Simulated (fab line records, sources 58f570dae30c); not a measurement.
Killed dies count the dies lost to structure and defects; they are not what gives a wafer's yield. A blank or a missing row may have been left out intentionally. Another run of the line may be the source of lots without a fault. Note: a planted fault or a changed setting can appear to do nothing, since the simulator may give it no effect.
Which tool did it? ; flow berkeleyCmos170 ; 14 lots, 42 wafers sampled, at 2 steps of a route of 331

== WHAT THE GAUGES SHOWED, per wafer ==
UCB170_CONTACT_THK_MEAS_02.
lot;measured;on;CONTACT_PSG_THK (nm)
L377;day 7 08:15;filmMetro-02;705 704 709
L381;day 7 16:01;filmMetro-01;702 700 704
L378;day 7 16:00;filmMetro-03;708 710 704
L380;day 7 16:04;filmMetro-03;706 706 702
L379;day 7 16:04;filmMetro-01;708 702 706
L382;day 8 03:08;filmMetro-01;703 710 707
L384;day 8 16:12;filmMetro-02;705 703 707
L388;day 9 20:20;filmMetro-03;695 697 696
L389;day 9 23:29;filmMetro-02;703 696 699
L393;day 10 09:20;filmMetro-03;690 698 689
L395;day 10 14:47;filmMetro-03;696 692 692
L396;day 11 07:50;filmMetro-01;695 698 697
L397;day 11 14:39;filmMetro-03;702 704 698
L399;day 11 14:38;filmMetro-02;703 702 704

== WHICH TOOL RAN EACH LOT (tool, then ch and the chambers of the sampled wafers, then the start) ==
lot;UCB170_NSD_STRIP_09
L377;plasmaAsher-04 ch 0,1, day 7 02:52
L381;plasmaAsher-04 ch 0,1, day 7 10:27
L378;plasmaAsher-02 ch 0,1, day 7 10:37
L380;plasmaAsher-01 ch 0,1, day 7 10:49
L379;plasmaAsher-04 ch 0,1, day 7 11:05
L382;plasmaAsher-02 ch 0,1, day 7 22:20
L384;plasmaAsher-02 ch 0,1, day 8 10:24
L388;plasmaAsher-04 ch 0,1, day 9 16:20
L389;plasmaAsher-04 ch 0,1, day 9 17:58
L393;plasmaAsher-01 ch 0,1, day 10 05:20
L395;plasmaAsher-02 ch 0,1, day 10 10:17
L396;plasmaAsher-01 ch 0, day 11 03:49
L397;plasmaAsher-04 ch 0,1, day 11 08:36
L399;plasmaAsher-04 ch 0,1, day 11 08:50
- UCB170_NSD_STRIP_09: strips in O2.

== AS READ BY THE TOOLS THEMSELVES (means over the sampled wafers that have a number; for cases with no such wafer, the mark the record gives instead) ==
UCB170_NSD_STRIP_09.
lot;tool;drypumpMotorCurrentA (A);oesProductAu (a.u.);stripTimeToEndpointS (s)
L377;plasmaAsher-04;5.7;0.530;35.80
L381;plasmaAsher-04;5.7;0.536;35.86
L378;plasmaAsher-02;5.5;0.531;35.77
L380;plasmaAsher-01;5.3;0.535;35.91
L379;plasmaAsher-04;6.0;0.535;35.77
L382;plasmaAsher-02;5.7;0.531;35.71
L384;plasmaAsher-02;5.6;0.532;35.75
L388;plasmaAsher-04;6.0;0.534;35.78
L389;plasmaAsher-04;6.0;0.531;35.77
L393;plasmaAsher-01;5.3;0.537;35.83
L395;plasmaAsher-02;5.7;0.535;35.73
L396;plasmaAsher-01;5.1;0.539;35.83
L397;plasmaAsher-04;6.0;0.538;35.77
L399;plasmaAsher-04;5.7;0.534;35.78

== THE ANSWER, worked out from the rows above alone ==
Rule: the lots themselves supply what counts as usual. The widest of any qualifying gaps counts: lots, ordered by their means at a reading, are off when they make up no more than a third of the lots, leave a main group of 4 or more, and stand apart from it by 3 or more times the standard deviation of that group's means. If all means in a main group match to the digits the tables above print for the reading, that group is not used. Also off: a lot with no number at a reading for which 4 or more lots have one. Where the step has rows for the other lots, those lots are counted as sound. The gauges are gone through in route order, then the tools' own readings, and for those a lot's mean is taken as printed above. The first step at which some lot is off is used, and at that step the reading that is off furthest; a lot without a number counts as furthest.
Across all readings shown, no lot is off: no conclusion can be drawn from this.

== WHAT THE SIMULATOR PUT IN ==
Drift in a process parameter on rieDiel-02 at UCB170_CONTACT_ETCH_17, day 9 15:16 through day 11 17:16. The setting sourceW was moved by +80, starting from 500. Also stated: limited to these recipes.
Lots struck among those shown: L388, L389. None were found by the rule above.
